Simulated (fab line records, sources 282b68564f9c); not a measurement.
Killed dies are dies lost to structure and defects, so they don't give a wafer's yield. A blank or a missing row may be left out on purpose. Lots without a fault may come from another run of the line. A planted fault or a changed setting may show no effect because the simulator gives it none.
Which tool did it? | flow rit_cmos | 8 lots, 24 wafers sampled, at 2 steps of a route of 202

WHAT THE GAUGES READ, wafer by wafer
RIT_NWELL_OVL_MEAS_06.
lot  | measured    | on         | NWELL_OVL (nm)
L839 | day 2 10:02 | overlay-01 | 2.1 0.4 -0.4
L841 | day 2 17:55 | overlay-01 | 2.0 0.2 1.3
L844 | day 3 08:41 | overlay-02 | 0.9 1.2 0.1
L846 | day 3 18:29 | overlay-01 | 3.0 1.6 -0.3
L849 | day 4 11:57 | overlay-02 | -0.7 1.3 -2.0
L851 | day 4 20:11 | overlay-01 | 2.5 3.1 2.4
L853 | day 5 04:57 | overlay-02 | -149.5 -150.6 -147.6
L857 | day 6 01:20 | overlay-01 | -147.7 -147.3 -146.6

WHICH TOOL RAN EACH LOT (tool, then ch and the chambers of the sampled wafers, then the start)
lot  | RIT_NWELL_EXPOSE_03
L839 | iline_stepper-02 ch 0, day 2 09:36
L841 | iline_stepper-02 ch 0, day 2 17:31
L844 | iline_stepper-02 ch 0, day 3 08:17
L846 | iline_stepper-02 ch 0, day 3 18:04
L849 | iline_stepper-01 ch 0, day 4 11:32
L851 | iline_stepper-02 ch 0, day 4 19:47
L853 | iline_stepper-02 ch 0, day 5 04:30
L857 | iline_stepper-02 ch 0, day 6 00:56
- RIT_NWELL_EXPOSE_03: exposes mask M2, target cd 43900 nm.

THE ANSWER, worked out from the rows above alone
Rule: what is usual is taken from the lots themselves. Put in order of their means at a reading, lots are off if they are a third of the lots or fewer, leave a main group of 4 or more, and stand apart from it by a gap of 3 or more times the standard deviation of the main group's means; of several such gaps the widest counts. A main group whose means are all the same, to the digits that the tables above print for the reading, isn't used. A lot without any number at a reading at which 4 lots or more have one is off too. The other lots that the step has rows for count as sound.
Off: L853, L857, at RIT_NWELL_OVL_MEAS_06 (NWELL_OVL). The main group: mean 1.0 nm, standard deviation 0.94.
A tool fits if, at a process step before that reading, it ran every lot that is off, and no sound lot after the first of them. The gauges at RIT_NWELL_OVL_MEAS_06 are tried like those tools. One fits: iline_stepper-02 at RIT_NWELL_EXPOSE_03. Its last sound lot is L851 (day 4 19:47), its first lot that is off L853 (day 5 04:30): a fault that began between those two fits.

WHAT THE SIMULATOR HAD PUT IN
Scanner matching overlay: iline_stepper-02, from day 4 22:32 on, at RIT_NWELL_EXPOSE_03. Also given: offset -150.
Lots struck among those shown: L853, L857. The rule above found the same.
